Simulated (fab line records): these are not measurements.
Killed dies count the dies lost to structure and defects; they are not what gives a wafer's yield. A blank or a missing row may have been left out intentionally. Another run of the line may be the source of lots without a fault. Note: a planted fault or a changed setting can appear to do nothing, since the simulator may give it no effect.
Split-lot experiment + flow rit-cmos + on a route of 202 steps: 5 lots, 23 wafers read

== SPLIT DETAILS ==
At RIT_GATE_DEVELOP_15 (develop time 50 s), the setting dev-temp-c was moved away from the recipe's 23 C on 8 of the 23 wafers read, by -7.5% to +5.7%. This setting was run at the recipe's value on the other wafers.

Split to reading: the file shows no intervening step.

== THE READING ==
etest.nmos_0p15.r-on-ohm-um (the simulator's own value, which no gauge read), at RIT_M1_PROBE_99. The file gives no usual value for it. Here, 15 wafers ran the recipe; their average is 1092.1 with a standard deviation of 30.

| wafer  | tool, chamber at the split | dev-temp-c as run, C | against the recipe | etest.nmos_0p15.r-on-ohm-um | against lot-mates on the recipe |
|--------|----------------------------|----------------------|--------------------|-----------------------------|---------------------------------|
| L074.2 | litho-track-04, 0          | 23                   | recipe             | 1065                        | -                               |
| L074.4 | litho-track-04, 0          | 23                   | recipe             | 1030                        | -                               |
| L074.6 | litho-track-04, 0          | 23                   | recipe             | 1081                        | -                               |
| L076.1 | litho-track-04, 0          | 22.05                | -4.1%              | 1008                        | -58.7                           |
| L076.2 | litho-track-04, 0          | 23                   | recipe             | 1042                        | -                               |
| L076.3 | litho-track-04, 0          | 23                   | recipe             | 1084                        | -                               |
| L076.5 | litho-track-04, 0          | 22.05                | -4.1%              | 980.3                       | -86.4                           |
| L076.6 | litho-track-04, 0          | 23                   | recipe             | 1074                        | -                               |
| L079.1 | litho-track-03, 0          | 23                   | recipe             | 1120                        | -                               |
| L079.2 | litho-track-03, 0          | 23                   | recipe             | 1123                        | -                               |
| L079.3 | litho-track-03, 0          | 23                   | recipe             | 1109                        | -                               |
| L079.4 | litho-track-03, 0          | 21.27                | -7.5%              | 1028                        | -89.3                           |
| L079.6 | litho-track-03, 0          | 21.27                | -7.5%              | 1052                        | -65.3                           |
| L080.1 | litho-track-02, 0          | 24.31                | +5.7%              | 1163                        | +71.7                           |
| L080.2 | litho-track-02, 0          | 23                   | recipe             | 1112                        | -                               |
| L080.3 | litho-track-02, 0          | 23                   | recipe             | 1077                        | -                               |
| L080.4 | litho-track-02, 0          | 24.31                | +5.7%              | 1154                        | +62.7                           |
| L080.6 | litho-track-02, 0          | 23                   | recipe             | 1085                        | -                               |
| L084.1 | litho-track-04, 0          | 23                   | recipe             | 1132                        | -                               |
| L084.2 | litho-track-04, 0          | 21.76                | -5.4%              | 1087                        | -39.3                           |
| L084.4 | litho-track-04, 0          | 23                   | recipe             | 1121                        | -                               |
| L084.5 | litho-track-04, 0          | 23                   | recipe             | 1126                        | -                               |
| L084.6 | litho-track-04, 0          | 21.76                | -5.4%              | 1060                        | -66.3                           |

THE FIT
A straight line over all 23 wafers: etest.nmos_0p15.r-on-ohm-um changes by +9.47 for each +1% of dev-temp-c; r = +0.69; the points scatter about the line by 35.
The same after taking each lot's own level away (the mean of its wafers on the recipe; 23 wafers): +11.4 for each +1%; r = +0.92; scatter 17.
The reading moves by 86 for the largest change in dev-temp-c, on that fit.
The lots' own levels span 1058.67 to 1126.33, that is 2.2 times the standard deviation above.
So the lot-to-lot level blurs the effect unless lot-mates are compared.
Check: -85.6 against its lot-mates is what the line predicts for one of the wafers moved furthest among these (-7.5%) when that wafer is left out of the fit. Against them it came out at -89.3.

== ADDITIONAL SPLITS CARRIED BY THESE WAFERS ==
Before the reading, these wafers also passed through other splits. Each is held against what the fit with the lots' levels taken away leaves over:
| other split on the same wafers       | wafers away from the commonest value | r with etest.nmos_0p15.r-on-ohm-um (lot level and that fit taken away) |
|--------------------------------------|--------------------------------------|------------------------------------------------------------------------|
| RIT_ACTIVE_COAT_06 spin-rpm          | 7                                    | +0.19                                                                  |
| RIT_ACTIVE_SOFTBAKE_07 temp-c        | 8                                    | +0.08                                                                  |
| RIT_FOX2_OXIDATION_00 ox-time-s      | 18                                   | +0.21                                                                  |
| RIT_NWELL_COAT_01 resist-thk-nm      | 10                                   | +0.36                                                                  |
| RIT_NWELL_IMPLANT_08 energy-kev      | 7                                    | +0.21                                                                  |
| RIT_NRETRO_COAT_01 spin-rpm          | 10                                   | -0.22                                                                  |
| RIT_PRETRO_DEVELOP_05 develop-time-s | 5                                    | -0.31                                                                  |
| RIT_GATE_CVD_08 time-s               | 15                                   | -0.01                                                                  |

== THE WHOLE CHAIN: every reading that the file lists as answering this split, in the file's order ==
| step            | what it does | reading                                                                        | change (the file's fit)           | r (the file's) |
|-----------------|--------------|--------------------------------------------------------------------------------|-----------------------------------|----------------|
| RIT_M1_PROBE_99 |              | etest.pmos-turned.r-on-ohm-um (the simulator's own value, which no gauge read) | +31.6 for each +1% of the setting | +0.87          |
| RIT_M1_PROBE_99 |              | etest.pmos_0p15.r-on-ohm-um (the simulator's own value, which no gauge read)   | +34 for each +1% of the setting   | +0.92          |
| RIT_M1_PROBE_99 |              | etest.nmos_0p15.r-on-ohm-um (the simulator's own value, which no gauge read)   | +11.5 for each +1% of the setting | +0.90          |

== FILE'S OWN FIT ==
etest.nmos_0p15.r-on-ohm-um changes by +11.5 for each +1% of dev-temp-c, r = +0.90.
